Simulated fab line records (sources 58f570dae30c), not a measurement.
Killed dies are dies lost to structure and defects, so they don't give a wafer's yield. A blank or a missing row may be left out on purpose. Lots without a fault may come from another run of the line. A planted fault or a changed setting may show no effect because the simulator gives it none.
Which tool did it? || flow berkeleyCmos170 || 7 lots, 21 wafers sampled, at 2 steps of a route of 331

WHAT EACH GAUGE READ, for each wafer
UCB170_NWELL_THK_MEAS_02.
{"lot": "L430", "measured": "day 2 15:13", "on": "filmMetro-04", "NWELL_OXIDE_THK (nm)": "26.6 26.8 26.4"}
{"lot": "L433", "measured": "day 3 09:10", "on": "filmMetro-01", "NWELL_OXIDE_THK (nm)": "26.0 26.8 26.5"}
{"lot": "L436", "measured": "day 3 15:35", "on": "filmMetro-04", "NWELL_OXIDE_THK (nm)": "27.3 26.9 27.1"}
{"lot": "L444", "measured": "day 5 13:12", "on": "filmMetro-01", "NWELL_OXIDE_THK (nm)": "19.1 19.2 19.3"}
{"lot": "L447", "measured": "day 6 02:04", "on": "filmMetro-04", "NWELL_OXIDE_THK (nm)": "26.6 26.8 26.3"}
{"lot": "L449", "measured": "day 6 10:11", "on": "filmMetro-04", "NWELL_OXIDE_THK (nm)": "27.1 27.8 27.3"}
{"lot": "L451", "measured": "day 6 20:20", "on": "filmMetro-04", "NWELL_OXIDE_THK (nm)": "26.9 27.4 27.2"}

EACH LOT AND THE TOOL THAT RAN IT (in order: tool; ch and the chambers of the sampled wafers; start)
{"lot": "L430", "UCB170_NWELL_OXIDATION_01": "furnace-04 ch 0, day 2 13:52"}
{"lot": "L433", "UCB170_NWELL_OXIDATION_01": "furnace-04 ch 0, day 3 07:49"}
{"lot": "L436", "UCB170_NWELL_OXIDATION_01": "furnace-01 ch 0, day 3 14:14"}
{"lot": "L444", "UCB170_NWELL_OXIDATION_01": "furnace-01 ch 0, day 5 11:50"}
{"lot": "L447", "UCB170_NWELL_OXIDATION_01": "furnace-04 ch 0, day 6 00:43"}
{"lot": "L449", "UCB170_NWELL_OXIDATION_01": "furnace-04 ch 0, day 6 08:47"}
{"lot": "L451", "UCB170_NWELL_OXIDATION_01": "furnace-04 ch 0, day 6 18:59"}
- UCB170_NWELL_OXIDATION_01: target thk 26.4 nm, ox time 1260 s.

THE ANSWER, worked out from the rows above alone
Rule: what is usual is taken from the lots themselves. Put in order of their means at a reading, lots are off if they are a third of the lots or fewer, leave a main group of 4 or more, and stand apart from it by a gap of 3 or more times the standard deviation of the main group's means; of several such gaps the widest counts. Not used: any main group whose means are identical at the precision the tables above print for the reading. A lot without any number at a reading at which 4 lots or more have one is off too. The other lots that the step has rows for count as sound.
Off: L444, at UCB170_NWELL_THK_MEAS_02 (NWELL_OXIDE_THK). For the main group the mean is 26.9 nm and the standard deviation 0.36.
If a tool, at a process step before that reading, ran all the lots that are off and no sound lot after the first of them, it fits. Gauges at UCB170_NWELL_THK_MEAS_02: tried the same way as those tools. This does not decide it: 2 tools fit, namely furnace-01 at UCB170_NWELL_OXIDATION_01 and filmMetro-01 at UCB170_NWELL_THK_MEAS_02.

WHAT WAS PUT IN BY THE SIMULATOR
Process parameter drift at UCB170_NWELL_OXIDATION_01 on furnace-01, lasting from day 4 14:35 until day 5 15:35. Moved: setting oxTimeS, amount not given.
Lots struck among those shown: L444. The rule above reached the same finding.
